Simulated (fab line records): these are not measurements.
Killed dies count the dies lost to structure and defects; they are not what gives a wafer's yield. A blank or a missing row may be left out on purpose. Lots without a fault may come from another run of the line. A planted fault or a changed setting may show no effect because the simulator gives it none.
A struck lot beside a sound one / flow berkeley cmos170 / 19 steps out of a route of 331
Sound: wafers L824.1, L824.2, L824.3. Wafers L826.4, L826.5, L826.6 were the ones struck. The cause comes at the end.
At each step with rows: each side's tool, then ch and its chambers, then its first start. Under that, the readings that differ: sound wafers / struck wafers / difference of the means / sigmas: that difference in standard deviations of wafers without a fault.
alike: readings with means less than 2 such deviations apart, plus words and numbers identical on both sides. not compared: withheld readings, readings lacking a value on some wafer, bounds such as >300 that could conceal the same value, and numbers that have no deviation in the record and whose values overlap.
The two part at a step that has a row with sigmas, a row that says differs or no value, or rows on one side only. Non-overlapping numbers with no deviation appear without sigmas and do not part them. Lack of a reading on every wafer of one side parts them only where that side has two or more wafers.

first, 2 steps without rows for these wafers: UCB170_PLDD_PEB_04; UCB170_PLDD_DEVELOP_05 (develop time 45 s).
UCB170_PLDD_CD_MEAS_06: target cd 1200 nm.
  sound on cd sem-02, day 8 18:22; struck on cd sem-01, day 8 23:35
  alike: cd nm
UCB170_PLDD_OVL_MEAS_07:
  sound on overlay-01, day 8 18:29; struck on overlay-02, day 8 23:40
  alike: PLDD_OVL
then, 2 steps without rows for these wafers: UCB170_PLDD_IMPLANT_08; UCB170_PLDD_IMPLANT_09.
UCB170_PLDD_STRIP_10: strips in O2.
  sound on plasma asher-02 ch 0,1, day 8 18:49; struck on plasma asher-02 ch 0,1, day 9 00:01
  alike: drypump motor current A, oes product au, strip time to endpoint s
  not compared: rf hours counter h
UCB170_PLDD_TW_MEAS_11:
  sound on film metro-01, day 8 18:55; struck on film metro-03, day 9 00:07
reading=PLDD_TW; sound=1010 1017 1021; struck=992 987 990; difference=-26; sigmas=-2
then, 4 steps without rows for these wafers: UCB170_PLDD_CLEAN_12 (cleans in SPM, time 600 s); UCB170_NLDD_HMDS_00 (prime time 60 s); UCB170_NLDD_COAT_01 (resist thk 900 nm); UCB170_NLDD_SOFTBAKE_02 (time 60 s).
UCB170_NLDD_EXPOSE_03: exposes mask NSELECT, target cd 1200 nm.
  sound on krf scanner-02 ch 0, day 8 19:49; struck on krf scanner-02 ch 0, day 9 00:57
reading=model.NLDD.overlay x nm (nm); sound=-4.622 -4.622 -4.622; struck=261 261 261; difference=+266; sigmas=
  alike: mask
then, 2 steps without rows for these wafers: UCB170_NLDD_PEB_04; UCB170_NLDD_DEVELOP_05 (develop time 45 s).
UCB170_NLDD_CD_MEAS_06: target cd 1200 nm.
  sound on cd sem-02, day 8 20:59; struck on cd sem-02, day 9 01:26
  alike: cd nm
UCB170_NLDD_OVL_MEAS_07:
  sound on overlay-01, day 8 21:06; struck on overlay-01, day 9 01:31
reading=NLDD_OVL (nm); sound=-8 -3 -9; struck=267 259 261; difference=+269; sigmas=+66
following that, these wafers have no rows for 1 step: UCB170_NLDD_IMPLANT_08.
UCB170_M3_PROBE_99:
  the record has rows for the struck wafers here (prober-02, day 10 12:20) and none for the sound ones

## WHERE THEY PART
First at UCB170_PLDD_TW_MEAS_11; last, within this record, at UCB170_M3_PROBE_99.

WHY: whatever the simulator had introduced
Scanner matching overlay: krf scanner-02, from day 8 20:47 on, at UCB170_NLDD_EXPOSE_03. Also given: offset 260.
